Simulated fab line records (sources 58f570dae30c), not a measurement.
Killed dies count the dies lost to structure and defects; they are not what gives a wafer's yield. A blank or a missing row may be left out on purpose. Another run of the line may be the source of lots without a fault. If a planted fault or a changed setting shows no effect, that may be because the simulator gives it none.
Chamber matching || flow berkeley_cmos170 || UCB170_CONTACT_ETCH_17 on rie_diel-03: 4 sister chambers
The step etches BARC in N2/H2. 14 wafers are shown with their chamber, then 7 later ones without.

WAFERS PAIRED WITH THEIR CHAMBERS
{"wafer": "L247.2", "chamber": 0, "throttle_valve_pct (%)": 13.25, "drypump_motor_current_A (A)": 5.4, "oes_product_au (a.u.)": 0.973}
{"wafer": "L247.4", "chamber": 2, "throttle_valve_pct (%)": 13.48, "drypump_motor_current_A (A)": 5.3, "oes_product_au (a.u.)": 1.024}
{"wafer": "L247.5", "chamber": 2, "throttle_valve_pct (%)": 13.48, "drypump_motor_current_A (A)": 5.3, "oes_product_au (a.u.)": 1.018}
{"wafer": "L248.3", "chamber": 0, "throttle_valve_pct (%)": 13.24, "drypump_motor_current_A (A)": 5.4, "oes_product_au (a.u.)": 0.952}
{"wafer": "L248.4", "chamber": 1, "throttle_valve_pct (%)": 12.98, "drypump_motor_current_A (A)": 4.7, "oes_product_au (a.u.)": 0.987}
{"wafer": "L248.6", "chamber": 1, "throttle_valve_pct (%)": 12.96, "drypump_motor_current_A (A)": 4.7, "oes_product_au (a.u.)": 0.991}
{"wafer": "L250.1", "chamber": 1, "throttle_valve_pct (%)": 12.96, "drypump_motor_current_A (A)": 4.7, "oes_product_au (a.u.)": 0.993}
{"wafer": "L250.2", "chamber": 3, "throttle_valve_pct (%)": 13.51, "drypump_motor_current_A (A)": 5.7, "oes_product_au (a.u.)": 1.051}
{"wafer": "L250.5", "chamber": 2, "throttle_valve_pct (%)": 13.48, "drypump_motor_current_A (A)": 5.3, "oes_product_au (a.u.)": 1.024}
{"wafer": "L252.2", "chamber": 3, "throttle_valve_pct (%)": 13.52, "drypump_motor_current_A (A)": 5.8, "oes_product_au (a.u.)": 1.047}
{"wafer": "L252.5", "chamber": 1, "throttle_valve_pct (%)": 12.96, "drypump_motor_current_A (A)": 4.7, "oes_product_au (a.u.)": 1.000}
{"wafer": "L252.6", "chamber": 0, "throttle_valve_pct (%)": 13.24, "drypump_motor_current_A (A)": 5.4, "oes_product_au (a.u.)": 0.958}
{"wafer": "L253.1", "chamber": 2, "throttle_valve_pct (%)": 13.49, "drypump_motor_current_A (A)": 5.3, "oes_product_au (a.u.)": 1.015}
{"wafer": "L253.2", "chamber": 0, "throttle_valve_pct (%)": 13.24, "drypump_motor_current_A (A)": 5.4, "oes_product_au (a.u.)": 0.950}

SIGNATURES, as means of the wafers listed above
{"reading": "throttle_valve_pct", "chamber 0": 13.2425, "chamber 1": 12.9650, "chamber 2": 13.4825, "chamber 3": 13.5150, "scatter within a chamber": 0.00707}
{"reading": "drypump_motor_current_A", "chamber 0": 5.400, "chamber 1": 4.700, "chamber 2": 5.300, "chamber 3": 5.750, "scatter within a chamber": 0.0224}
{"reading": "oes_product_au", "chamber 0": 0.95825, "chamber 1": 0.99275, "chamber 2": 1.02025, "chamber 3": 1.04900, "scatter within a chamber": 0.00694}
Rule: a wafer lies at a distance from a chamber equal to the root of the sum of squares, over the readings, of (its reading less the chamber's mean, divided by the reading's scatter). The wafer belongs to the nearest chamber; if the next one is less than 2 further off, it can't be placed. The scatter: take each reading less its chamber's mean, square it, sum over the shown wafers, divide by the number of wafers less the number of chambers, and take the root.

WAFERS WHOSE CHAMBER IS MISSING
{"wafer": "L253.5", "throttle_valve_pct (%)": 13.24, "drypump_motor_current_A (A)": 5.4, "oes_product_au (a.u.)": 0.953}
{"wafer": "L261.1", "throttle_valve_pct (%)": 13.49, "drypump_motor_current_A (A)": 5.3, "oes_product_au (a.u.)": 1.020}
{"wafer": "L261.2", "throttle_valve_pct (%)": 12.97, "drypump_motor_current_A (A)": 4.7, "oes_product_au (a.u.)": 0.991}
{"wafer": "L261.3", "throttle_valve_pct (%)": 13.24, "drypump_motor_current_A (A)": 5.4, "oes_product_au (a.u.)": 0.961}
{"wafer": "L264.3", "throttle_valve_pct (%)": 13.51, "drypump_motor_current_A (A)": 5.7, "oes_product_au (a.u.)": 1.048}
{"wafer": "L264.5", "throttle_valve_pct (%)": 13.51, "drypump_motor_current_A (A)": 5.7, "oes_product_au (a.u.)": 1.052}
{"wafer": "L264.6", "throttle_valve_pct (%)": 13.23, "drypump_motor_current_A (A)": 5.4, "oes_product_au (a.u.)": 0.967}

CHAMBER TAKEN BY EACH
{"wafer": "L253.5", "from the rows above": 0, "in truth": 0}
{"wafer": "L261.1", "from the rows above": 2, "in truth": 2}
{"wafer": "L261.2", "from the rows above": 1, "in truth": 1}
{"wafer": "L261.3", "from the rows above": 0, "in truth": 0}
{"wafer": "L264.3", "from the rows above": 3, "in truth": 3}
{"wafer": "L264.5", "from the rows above": 3, "in truth": 3}
{"wafer": "L264.6", "from the rows above": 0, "in truth": 0}
Placed correctly: 7 of 7. Can't be placed from these rows: 0. Wrongly placed: 0.
